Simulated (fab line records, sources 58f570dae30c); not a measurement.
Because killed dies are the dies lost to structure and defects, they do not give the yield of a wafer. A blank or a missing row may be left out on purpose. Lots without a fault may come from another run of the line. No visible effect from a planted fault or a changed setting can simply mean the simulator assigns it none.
Commonality check across tools -- flow berkeley_cmos170 -- 14 lots, 42 wafers sampled

## THE REASON FOR OPENING IT
Of 14 lots, 2 have the reading NVT_TW flagged at UCB170_NVT_TW_MEAS_09. Wafers without a fault read 521, standard deviation 4.4.
Rule: flag the lot when none of its wafers has a number, or when each of its wafers that has one lies beyond 4 standard deviations from that mean. The rest of the lots are taken to be sound.

lot,measured,on,"NVT_TW, wafer by wafer",flag
L614,day 5 07:43,film_metro-02,516 520 517,
L615,day 5 21:17,film_metro-04,526 523 524,
L616,day 6 05:21,film_metro-02,496 498 499,FLAGGED
L618,day 6 14:20,film_metro-02,513 513 513,
L621,day 7 11:50,film_metro-02,516 515 516,
L620,day 7 12:07,film_metro-02,516 518 514,
L623,day 7 23:46,film_metro-02,498 498 498,FLAGGED
L626,day 8 06:33,film_metro-04,525 526 526,
L628,day 8 21:13,film_metro-02,516 517 517,
L630,day 9 04:50,film_metro-01,521 523 522,
L631,day 9 05:20,film_metro-02,516 517 516,
L634,day 9 22:38,film_metro-01,523 526 525,
L633,day 9 22:54,film_metro-02,516 518 516,
L636,day 10 18:51,film_metro-02,517 517 517,
The numbers of the flagged lots are 498 on average: -23 against the usual, or -5 standard deviations.

## WHICH TOOL EACH LOT WENT THROUGH
2 process steps preceding the reading are held in the record, out of 331 steps in the route. Cell contents, in order: the tool; ch with the chambers the sampled wafers went through; the start.
lot,flag,UCB170_PFIELD_STRIP_08,UCB170_NVT_IMPLANT_07
L614,,"plasma_asher-02 ch 0,1, day 4 04:47","implanter-03 ch 0, day 5 07:28"
L615,,"plasma_asher-02 ch 0,1, day 4 14:57","implanter-03 ch 0, day 5 21:04"
L616,FLAGGED,"plasma_asher-04 ch 0,1, day 4 20:32","implanter-03 ch 0, day 6 05:07"
L618,,"plasma_asher-03 ch 0,1, day 5 07:45","implanter-01 ch 0, day 6 14:05"
L621,,"plasma_asher-03 ch 0,1, day 6 00:29","implanter-01 ch 0, day 7 11:35"
L620,,"plasma_asher-04 ch 0,1, day 6 00:13","implanter-02 ch 0, day 7 11:52"
L623,FLAGGED,"plasma_asher-03 ch 0,1, day 6 15:08","implanter-03 ch 0, day 7 23:33"
L626,,"plasma_asher-02 ch 0,1, day 6 21:12","implanter-01 ch 0, day 8 06:18"
L628,,"plasma_asher-03 ch 0,1, day 7 18:14","implanter-01 ch 0, day 8 20:58"
L630,,"plasma_asher-02 ch 0,1, day 8 07:40","implanter-01 ch 0, day 9 04:35"
L631,,"plasma_asher-04 ch 0,1, day 8 07:53","implanter-02 ch 0, day 9 05:07"
L634,,"plasma_asher-04 ch 0,1, day 9 00:44","implanter-01 ch 0, day 9 22:24"
L633,,"plasma_asher-04 ch 0,1, day 9 01:08","implanter-02 ch 0, day 9 22:39"
L636,,"plasma_asher-04 ch 0,1, day 9 15:10","implanter-02 ch 0, day 10 18:36"
What these steps do:
- UCB170_PFIELD_STRIP_08: strips in O2.
- UCB170_NVT_IMPLANT_07
- UCB170_NVT_TW_MEAS_09

## FLAGGED AGAINST TOTAL, ONE TOOL AT A TIME (gauges that did the reading follow at the end)
step,tool,lots run,flagged,share of the flagged lots,sound lots run after its first flagged lot
UCB170_PFIELD_STRIP_08,plasma_asher-02,4,0,none,-
UCB170_PFIELD_STRIP_08,plasma_asher-03,4,1,some,1 (L628)
UCB170_PFIELD_STRIP_08,plasma_asher-04,6,1,some,"5 (L620,L631,L634,L633,L636)"
UCB170_NVT_IMPLANT_07,implanter-01,6,0,none,-
UCB170_NVT_IMPLANT_07,implanter-02,4,0,none,-
UCB170_NVT_IMPLANT_07,implanter-03,4,2,all,0
UCB170_NVT_TW_MEAS_09,film_metro-01,2,0,none,-
UCB170_NVT_TW_MEAS_09,film_metro-02,10,2,all,"7 (L618,L621,L620,L628,L631,L633,L636)"
UCB170_NVT_TW_MEAS_09,film_metro-04,2,0,none,-

## THE TABLE: WHAT IT ALLOWS
2 rows of the table ran every flagged lot: implanter-03 at UCB170_NVT_IMPLANT_07, film_metro-02 at UCB170_NVT_TW_MEAS_09.
- implanter-03 at UCB170_NVT_IMPLANT_07: 2 of its 4 lots flagged. It ran its last sound lot, L615, at day 5 21:04 and its first flagged lot, L616, at day 6 05:07: a fault with its onset between the two fits. Its own readings lie more than 4 standard deviations out on every wafer of the flagged lots: dose_ions_cm2.
- film_metro-02 at UCB170_NVT_TW_MEAS_09: 2 of its 10 lots flagged. Sound lots followed the first flagged one (L618, L621, L620, L628, L631, L633, L636) on it, something a lasting fault affecting the whole tool could not allow.
implanter-03 at UCB170_NVT_IMPLANT_07 is the single tool remaining.

## WHAT HAD BEEN PUT IN BY THE SIMULATOR
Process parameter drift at UCB170_NVT_IMPLANT_07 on implanter-03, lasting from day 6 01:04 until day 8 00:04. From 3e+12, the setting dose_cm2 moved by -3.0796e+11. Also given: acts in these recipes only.
Lots struck among those shown: L616, L623. Same finding as the rule above.
